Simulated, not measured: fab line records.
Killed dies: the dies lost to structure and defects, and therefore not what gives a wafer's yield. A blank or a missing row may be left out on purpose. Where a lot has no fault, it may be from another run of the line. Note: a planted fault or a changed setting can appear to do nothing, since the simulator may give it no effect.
Which tool did it? / flow rit-cmos / 14 lots with 42 wafers sampled at 2 steps, on a route of 202 steps

== WHAT THE GAUGES SHOWED, per wafer ==
The record lacks any reading of a measuring or inspecting step that a usual standard deviation could be used to judge.

== TOOL THAT RAN EACH LOT (tool first, then ch and the chambers of the sampled wafers, then the start) ==
lot=L769; RIT_CONTACT_CVD_00=pecvd-03 ch 0,2, day 3 13:26; RIT_M1_PROBE_99=prober-01, day 3 21:36
lot=L770; RIT_CONTACT_CVD_00=pecvd-01 ch 0,2, day 3 14:59; RIT_M1_PROBE_99=prober-02, day 3 23:06
lot=L771; RIT_CONTACT_CVD_00=pecvd-04 ch 0,1, day 3 19:37; RIT_M1_PROBE_99=prober-01, day 4 02:01
lot=L773; RIT_CONTACT_CVD_00=pecvd-01 ch 0,1,2, day 4 07:01; RIT_M1_PROBE_99=prober-01, day 4 15:48
lot=L776; RIT_CONTACT_CVD_00=pecvd-01 ch 0,2, day 4 22:33; RIT_M1_PROBE_99=prober-02, day 5 07:12
lot=L778; RIT_CONTACT_CVD_00=pecvd-01 ch 0,1,2, day 5 10:34; RIT_M1_PROBE_99=prober-02, day 5 21:09
lot=L779; RIT_CONTACT_CVD_00=pecvd-04 ch 0,1,2, day 5 10:58; RIT_M1_PROBE_99=prober-02, day 5 20:45
lot=L782; RIT_CONTACT_CVD_00=pecvd-04 ch 0,2, day 6 05:37; RIT_M1_PROBE_99=prober-02, day 6 12:25
lot=L783; RIT_CONTACT_CVD_00=pecvd-03 ch 0,1, day 6 17:16; RIT_M1_PROBE_99=prober-01, day 6 23:46
lot=L786; RIT_CONTACT_CVD_00=pecvd-03 ch 0,2, day 7 01:53; RIT_M1_PROBE_99=prober-02, day 7 09:58
lot=L787; RIT_CONTACT_CVD_00=pecvd-01 ch 1,2, day 7 04:58; RIT_M1_PROBE_99=prober-01, day 7 11:40
lot=L789; RIT_CONTACT_CVD_00=pecvd-03 ch 1,2, day 7 13:12; RIT_M1_PROBE_99=prober-01, day 7 19:29
lot=L790; RIT_CONTACT_CVD_00=pecvd-01 ch 0,1, day 7 17:13; RIT_M1_PROBE_99=prober-02, day 8 01:13
lot=L792; RIT_CONTACT_CVD_00=pecvd-03 ch 0,1,2, day 8 00:59; RIT_M1_PROBE_99=prober-02, day 8 07:52
- RIT_CONTACT_CVD_00: deposits SiO2 from TEOS, target thk 400 nm, time 61 s.
- RIT_M1_PROBE_99

== WHAT THE TOOLS THEMSELVES READ (means of the sampled wafers that have a number; where no wafer has one, the mark that the record gives instead) ==
RIT_CONTACT_CVD_00.
lot=L769; tool=pecvd-03; heater-power-w (W)=358
lot=L770; tool=pecvd-01; heater-power-w (W)=299
lot=L771; tool=pecvd-04; heater-power-w (W)=271
lot=L773; tool=pecvd-01; heater-power-w (W)=325
lot=L776; tool=pecvd-01; heater-power-w (W)=289
lot=L778; tool=pecvd-01; heater-power-w (W)=338
lot=L779; tool=pecvd-04; heater-power-w (W)=297
lot=L782; tool=pecvd-04; heater-power-w (W)=338
lot=L783; tool=pecvd-03; heater-power-w (W)=341
lot=L786; tool=pecvd-03; heater-power-w (W)=367
lot=L787; tool=pecvd-01; heater-power-w (W)=326
lot=L789; tool=pecvd-03; heater-power-w (W)=349
lot=L790; tool=pecvd-01; heater-power-w (W)=347
lot=L792; tool=pecvd-03; heater-power-w (W)=333

RIT_M1_PROBE_99.
lot=L769 tool=prober-01 killed_at_M0_to_M3=0.0 killed-at-contacts=0.0 killed-at-front-end=6.0 killed-dies=6.0 killed-open=1.7 killed-short=4.3
lot=L770 tool=prober-02 killed_at_M0_to_M3=0.0 killed-at-contacts=0.0 killed-at-front-end=4.3 killed-dies=4.3 killed-open=2.3 killed-short=1.7
lot=L771 tool=prober-01 killed_at_M0_to_M3=0.0 killed-at-contacts=0.0 killed-at-front-end=7.3 killed-dies=7.3 killed-open=3.3 killed-short=4.0
lot=L773 tool=prober-01 killed_at_M0_to_M3=0.0 killed-at-contacts=0.0 killed-at-front-end=6.0 killed-dies=6.0 killed-open=1.7 killed-short=4.3
lot=L776 tool=prober-02 killed_at_M0_to_M3=0.0 killed-at-contacts=0.0 killed-at-front-end=5.3 killed-dies=5.3 killed-open=2.0 killed-short=3.3
lot=L778 tool=prober-02 killed_at_M0_to_M3=0.3 killed-at-contacts=0.0 killed-at-front-end=7.3 killed-dies=7.7 killed-open=3.3 killed-short=4.3
lot=L779 tool=prober-02 killed_at_M0_to_M3=0.0 killed-at-contacts=34.7 killed-at-front-end=12.7 killed-dies=47.3 killed-open=6.3 killed-short=6.3
lot=L782 tool=prober-02 killed_at_M0_to_M3=0.0 killed-at-contacts=40.7 killed-at-front-end=4.7 killed-dies=45.3 killed-open=3.3 killed-short=1.3
lot=L783 tool=prober-01 killed_at_M0_to_M3=0.0 killed-at-contacts=0.3 killed-at-front-end=4.0 killed-dies=4.3 killed-open=1.7 killed-short=2.3
lot=L786 tool=prober-02 killed_at_M0_to_M3=0.0 killed-at-contacts=0.0 killed-at-front-end=7.0 killed-dies=7.0 killed-open=4.3 killed-short=2.7
lot=L787 tool=prober-01 killed_at_M0_to_M3=0.3 killed-at-contacts=0.0 killed-at-front-end=4.7 killed-dies=5.0 killed-open=3.0 killed-short=2.0
lot=L789 tool=prober-01 killed_at_M0_to_M3=0.0 killed-at-contacts=0.0 killed-at-front-end=7.7 killed-dies=7.7 killed-open=4.3 killed-short=3.3
lot=L790 tool=prober-02 killed_at_M0_to_M3=0.0 killed-at-contacts=0.3 killed-at-front-end=8.0 killed-dies=8.3 killed-open=4.0 killed-short=4.3
lot=L792 tool=prober-02 killed_at_M0_to_M3=0.3 killed-at-contacts=0.0 killed-at-front-end=4.3 killed-dies=4.7 killed-open=2.7 killed-short=2.0

== THE ANSWER, worked out from the rows above alone ==
Rule: the lots themselves supply what counts as usual. The widest of any qualifying gaps counts: lots, ordered by their means at a reading, are off when they make up no more than a third of the lots, leave a main group of 4 or more, and stand apart from it by 3 or more times the standard deviation of that group's means. A main group whose means are all the same, to the digits that the tables above print for the reading, isn't used. A lot without any number at a reading at which 4 lots or more have one is off too. The other lots that the step has rows for count as sound. First the gauges in route order, then the tools' own readings, where a lot's mean is used as printed above. The first step at which some lot is off is used, and at that step the reading that is off furthest; a lot without a number counts as furthest.
Off: L779, L782, at RIT_M1_PROBE_99 (killed-at-contacts). For the main group the mean is 0.0 and the standard deviation 0.11.
A tool fits if, at that step or a process step before it, it ran every lot that is off, and no sound lot after the first of them. One candidate fits, namely pecvd-04 at RIT_CONTACT_CVD_00. A fault onset in the window from L771 (day 3 19:37, its last sound lot) to L779 (day 5 10:58, its first lot off) fits.

== WHAT HAD BEEN PUT IN BY THE SIMULATOR ==
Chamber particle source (pecvd-04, RIT_CONTACT_CVD_00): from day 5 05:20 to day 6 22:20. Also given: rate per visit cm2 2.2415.
Struck lots among those shown: L779, L782. This agrees with what the rule above found.
